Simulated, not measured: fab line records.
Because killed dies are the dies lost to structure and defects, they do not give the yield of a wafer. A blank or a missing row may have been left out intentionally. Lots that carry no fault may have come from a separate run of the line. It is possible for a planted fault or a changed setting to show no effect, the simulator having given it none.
Matching of chambers / flow berkeleyCmos170 / UCB170_V1_CMP_02 on cmp-02 has 4 sister chambers
The step polishes SiO2. 14 wafers are shown with their chamber, then 7 later ones without.

## WAFERS WITH THEIR CHAMBER
wafer=L814.2; chamber=0; motorCurrentA (A)=13.9; retainingRingPressureFrac=1.003; headPressurePsi (psi)=6.013
wafer=L814.5; chamber=2; motorCurrentA (A)=14.7; retainingRingPressureFrac=1.001; headPressurePsi (psi)=5.986
wafer=L814.6; chamber=3; motorCurrentA (A)=16.0; retainingRingPressureFrac=0.997; headPressurePsi (psi)=6.016
wafer=L819.2; chamber=1; motorCurrentA (A)=15.9; retainingRingPressureFrac=0.993; headPressurePsi (psi)=6.028
wafer=L819.3; chamber=3; motorCurrentA (A)=15.8; retainingRingPressureFrac=1.002; headPressurePsi (psi)=6.008
wafer=L819.4; chamber=2; motorCurrentA (A)=15.5; retainingRingPressureFrac=1.006; headPressurePsi (psi)=6.018
wafer=L824.2; chamber=3; motorCurrentA (A)=15.9; retainingRingPressureFrac=0.997; headPressurePsi (psi)=6.000
wafer=L824.3; chamber=2; motorCurrentA (A)=15.2; retainingRingPressureFrac=1.008; headPressurePsi (psi)=5.997
wafer=L824.4; chamber=1; motorCurrentA (A)=15.9; retainingRingPressureFrac=0.992; headPressurePsi (psi)=5.986
wafer=L833.2; chamber=0; motorCurrentA (A)=14.4; retainingRingPressureFrac=0.998; headPressurePsi (psi)=5.981
wafer=L833.3; chamber=3; motorCurrentA (A)=15.9; retainingRingPressureFrac=1.007; headPressurePsi (psi)=5.990
wafer=L833.6; chamber=3; motorCurrentA (A)=16.5; retainingRingPressureFrac=1.005; headPressurePsi (psi)=5.998
wafer=L834.3; chamber=1; motorCurrentA (A)=16.6; retainingRingPressureFrac=1.007; headPressurePsi (psi)=6.011
wafer=L834.4; chamber=2; motorCurrentA (A)=15.5; retainingRingPressureFrac=1.004; headPressurePsi (psi)=5.998

SIGNATURES (averages over the wafers above)
reading=motorCurrentA; chamber 0=14.150; chamber 1=16.133; chamber 2=15.225; chamber 3=16.020; scatter within a chamber=0.345
reading=retainingRingPressureFrac; chamber 0=1.00050; chamber 1=0.99733; chamber 2=1.00475; chamber 3=1.00160; scatter within a chamber=0.00513
reading=headPressurePsi; chamber 0=5.99700; chamber 1=6.00833; chamber 2=5.99975; chamber 3=6.00240; scatter within a chamber=0.0153
Rule: for a wafer and a chamber, the distance is found by dividing, reading by reading, the gap between the wafer's reading and the chamber's mean by the reading's scatter, squaring, summing and taking the root. The wafer belongs to the nearest chamber; if the next one is less than 2 further off, it can't be placed. The scatter: take each reading less its chamber's mean, square it, sum over the shown wafers, divide by the number of wafers less the number of chambers, and take the root.

## WAFERS WHOSE CHAMBER IS MISSING
wafer=L834.5; motorCurrentA (A)=16.4; retainingRingPressureFrac=0.997; headPressurePsi (psi)=5.999
wafer=L835.1; motorCurrentA (A)=15.2; retainingRingPressureFrac=1.003; headPressurePsi (psi)=6.007
wafer=L835.2; motorCurrentA (A)=14.9; retainingRingPressureFrac=0.991; headPressurePsi (psi)=5.968
wafer=L835.6; motorCurrentA (A)=14.5; retainingRingPressureFrac=1.008; headPressurePsi (psi)=6.000
wafer=L836.1; motorCurrentA (A)=15.7; retainingRingPressureFrac=1.002; headPressurePsi (psi)=6.002
wafer=L836.4; motorCurrentA (A)=14.7; retainingRingPressureFrac=1.004; headPressurePsi (psi)=5.983
wafer=L836.5; motorCurrentA (A)=15.9; retainingRingPressureFrac=0.998; headPressurePsi (psi)=5.993

## EACH ONE'S CHAMBER
wafer=L834.5; from the rows above=can't be placed: 1 or 3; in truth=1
wafer=L835.1; from the rows above=can't be placed: 2 or 3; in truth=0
wafer=L835.2; from the rows above=can't be placed: 0 or 2 or 3 or 1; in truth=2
wafer=L835.6; from the rows above=can't be placed: 0 or 2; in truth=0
wafer=L836.1; from the rows above=can't be placed: 3 or 2 or 1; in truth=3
wafer=L836.4; from the rows above=can't be placed: 2 or 0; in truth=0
wafer=L836.5; from the rows above=can't be placed: 3 or 1 or 2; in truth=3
0 of 7 placed correctly. From these rows, 7 cannot be placed; in 6 the true chamber is one of the candidates. Number placed wrongly: 0.
